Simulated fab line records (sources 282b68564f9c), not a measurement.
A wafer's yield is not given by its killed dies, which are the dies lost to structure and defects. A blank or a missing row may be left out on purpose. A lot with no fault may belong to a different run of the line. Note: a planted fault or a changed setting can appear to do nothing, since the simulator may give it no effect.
Chamber matching ; flow rit cmos ; 4 sister chambers for RIT_CONTACT_ETCH_11 on rie diel-02
The step etches SiO2 in CHF3/CF4/Ar, stops on TiSi2, target depth 480 nm, time 320 s. 7 wafers are shown with their chamber, then 8 later ones without.

WAFERS, EACH WITH ITS CHAMBER
wafer;chamber;drypump motor current A (A);throttle valve pct (%)
L717.6;1;5.6;8.75
L718.2;2;6.0;8.95
L718.4;0;5.4;8.92
L722.3;3;6.4;8.86
L722.5;1;5.6;8.76
L722.6;2;5.9;8.95
L729.2;0;5.4;8.91

WAFERS MISSING THEIR CHAMBER
wafer;drypump motor current A (A);throttle valve pct (%)
L729.4;5.6;8.77
L729.6;5.4;8.92
L730.2;5.9;8.95
L730.4;5.5;8.92
L730.6;6.0;8.95
L733.2;6.3;8.84
L733.4;5.5;8.93
L733.6;6.0;8.94

CHAMBER TAKEN BY EACH
wafer;from the rows above;in truth
L729.4;1;1
L729.6;0;0
L730.2;2;2
L730.4;0;0
L730.6;2;2
L733.2;3;3
L733.4;0;0
L733.6;2;2
Correct placement for 8 of the 8. Number that these rows cannot place: 0. Placed wrongly: 0.
How it was worked out, from the rows above alone: a wafer's distance from a chamber is the root of the sum, over the readings, of the square of ((its reading less the chamber's mean) divided by the reading's scatter). The wafer belongs to the nearest chamber; if the next one is less than 2 further off, it can't be placed. The mean given for a chamber averages the wafers shown for that chamber. How the scatter is found: for the shown wafers, subtract from each reading the mean of its chamber, square and add these, divide the total by (wafers less chambers), then take the root.
